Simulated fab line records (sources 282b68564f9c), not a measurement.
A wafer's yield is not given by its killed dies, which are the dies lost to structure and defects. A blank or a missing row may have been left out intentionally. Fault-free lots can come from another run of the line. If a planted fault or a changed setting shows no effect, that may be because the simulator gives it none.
Comparing a struck lot with a sound one    flow ritCmos    25 out of 202 route steps
Sound: wafers L259.1, L259.4, L259.5. Wafers L263.2, L263.3, L263.6 were the ones struck. Last of all comes the cause.
Order at every step that has rows: each side's tool, ch and its chambers, its first start. Under that, the readings that differ: sound wafers    struck wafers    difference of the means    sigmas: that difference in standard deviations of wafers without a fault.
alike: readings whose means differ by less than 2 such deviations, and words and numbers that are the same on both sides. not compared: withheld readings, readings that some wafer has no value for, bounds like >300 that may hide the same value, and numbers for which the record gives no deviation and whose values overlap.
Wherever a step has rows on one side only, a row that says differs or no value, or a row with sigmas, the two part there. Numbers that have no deviation but don't overlap get no sigmas and don't part them. Lack of a reading on every wafer of one side parts them only where that side has two or more wafers.

first, 1 step without rows for these wafers: RIT_PRETRO_IMPLANT_08.
RIT_PRETRO_STRIP_09: strips in O2, time 180 s.
  sound on plasmaAsher-01 ch 0, day 4 13:55; struck on plasmaAsher-01 ch 0,1, day 5 10:59
  alike: drypumpMotorCurrentA
  not compared: rfHoursCounterH
RIT_PRETRO_TW_MEAS_10:
  sound on filmMetro-02 at day 4 14:05; struck on filmMetro-04 at day 5 11:11
reading    sound              struck             difference  sigmas
PRETRO_TW  483.5 481.0 480.1  474.4 473.0 474.3  -7.6        -3
then, 5 steps without rows for these wafers: RIT_GATE_WET_ETCH_00 (etches SiO2 in BOE, target depth 56 nm, time 60 s); RIT_GATE_CLEAN_01 (cleans in SC1, time 600 s); RIT_GATE_CLEAN_02 (cleans in dHF, time 30 s); RIT_GATE_CLEAN_03 (cleans in SC2, time 600 s); RIT_GATE_CLEAN_04 (cleans in dHF, time 60 s).
RIT_FOX2_THK_MEAS_91:
  sound on filmMetro-01 at day 4 14:34; struck on filmMetro-04 at day 5 11:39
reading                      sound        struck       difference  sigmas
FIELD_OXIDE_LEFT_2_THK (nm)  254 256 253  282 276 282  +26         +3
then, 2 steps without rows for these wafers: RIT_GATE_OXIDATION_05 (target thk 3 nm, ox time 270 s); RIT_GATE_ANNEAL_06 (time 600 s).
RIT_GATE_THK_MEAS_07:
  sound on filmMetro-03 at day 4 16:59; struck on filmMetro-03 at day 5 13:02
  alike: GATE_OXIDE_THK
RIT_GATE_CVD_08: deposits poly-Si from SiH4, target thk 250 nm, time 2314 s.
  sound on lpcvd-01 ch 1, day 4 17:03; struck on lpcvd-02 ch 1, day 5 13:05
reading                                  sound            struck           difference  sigmas
model.poly-Si_of_GATE_CVD_08.thkNm (nm)  264.5 261.3 266  346.6 347 347.7  +83.2       
  alike: spikeTcCentreC, zonePowerSourcePct
RIT_GATE_THK_MEAS_09:
  sound on filmMetro-01 at day 4 18:40; struck on filmMetro-04 at day 5 14:56
reading             sound              struck             difference  sigmas
GATE_POLY_THK (nm)  264.6 261.3 266.0  346.6 346.9 347.5  +83.0       +33
  not compared: hold
then, 5 steps without rows for these wafers: RIT_GATE_COAT_11 (resist thk 850 nm); RIT_GATE_SOFTBAKE_12 (time 60 s); RIT_GATE_EXPOSE_13 (exposes mask M6, target cd 150 nm); RIT_GATE_PEB_14; RIT_GATE_DEVELOP_15 (develop time 50 s).
RIT_GATE_CD_MEAS_16: the cd target is 150 nm.
  sound on cdSem-01 at day 4 19:35; struck on cdSem-01 at day 5 18:26
  alike: cdNm
RIT_GATE_OVL_MEAS_17:
  sound on overlay-02 at day 4 19:42; struck on overlay-02 at day 5 18:32
  alike: GATE_OVL
then, 1 step without rows for these wafers: RIT_GATE_HARDBAKE_18 (time 60 s).
RIT_GATE_ETCH_19: etches poly-Si in SF6/CHF3/O2, stops on SiO2, time 165 s, target depth 312.5 nm.
  sound on rieSi-01 ch 1,2, day 4 19:53; struck on rieSi-01 ch 1,2,3, day 5 18:43
reading                         sound              struck             difference  sigmas
oesProductAu (a.u.)             0.900 0.889 0.908  1.023 1.012 1.023  +0.120      +9
model.GATE.featureDepthNm (nm)  264.5 261.3 266    310.5 307.9 320.1  +48.9       
model.etch.depthNm (nm)         264.5 261.3 266    310.5 307.9 320.1  +48.9       
  alike: drypumpMotorCurrentA, throttleValvePct
  not compared: rfHoursCounterH
RIT_GATE_STRIP_20: strips in O2, time 180 s.
  sound on plasmaAsher-01 ch 0,1, day 4 19:59; struck on plasmaAsher-03 ch 1, day 5 18:49
reading                                  sound              struck             difference  sigmas
model.poly-Si_of_GATE_CVD_08.thkNm (nm)  263.9 260.7 265.5  346.1 346.4 347.1  +83.2       
  alike: drypumpMotorCurrentA
  not compared: rfHoursCounterH
RIT_GATE_CD_MEAS_90: the cd target is 150 nm.
  sound on cdSem-02 at day 4 20:10; struck on cdSem-01 at day 5 19:01
  alike: cdNm

WHERE THEY PART
Last at RIT_GATE_ETCH_19 as far as this record goes, first at RIT_PRETRO_TW_MEAS_10. Later steps at which nothing parts them and some readings are alike: RIT_GATE_STRIP_20, RIT_GATE_CD_MEAS_90.

WHY: what had been put in by the simulator
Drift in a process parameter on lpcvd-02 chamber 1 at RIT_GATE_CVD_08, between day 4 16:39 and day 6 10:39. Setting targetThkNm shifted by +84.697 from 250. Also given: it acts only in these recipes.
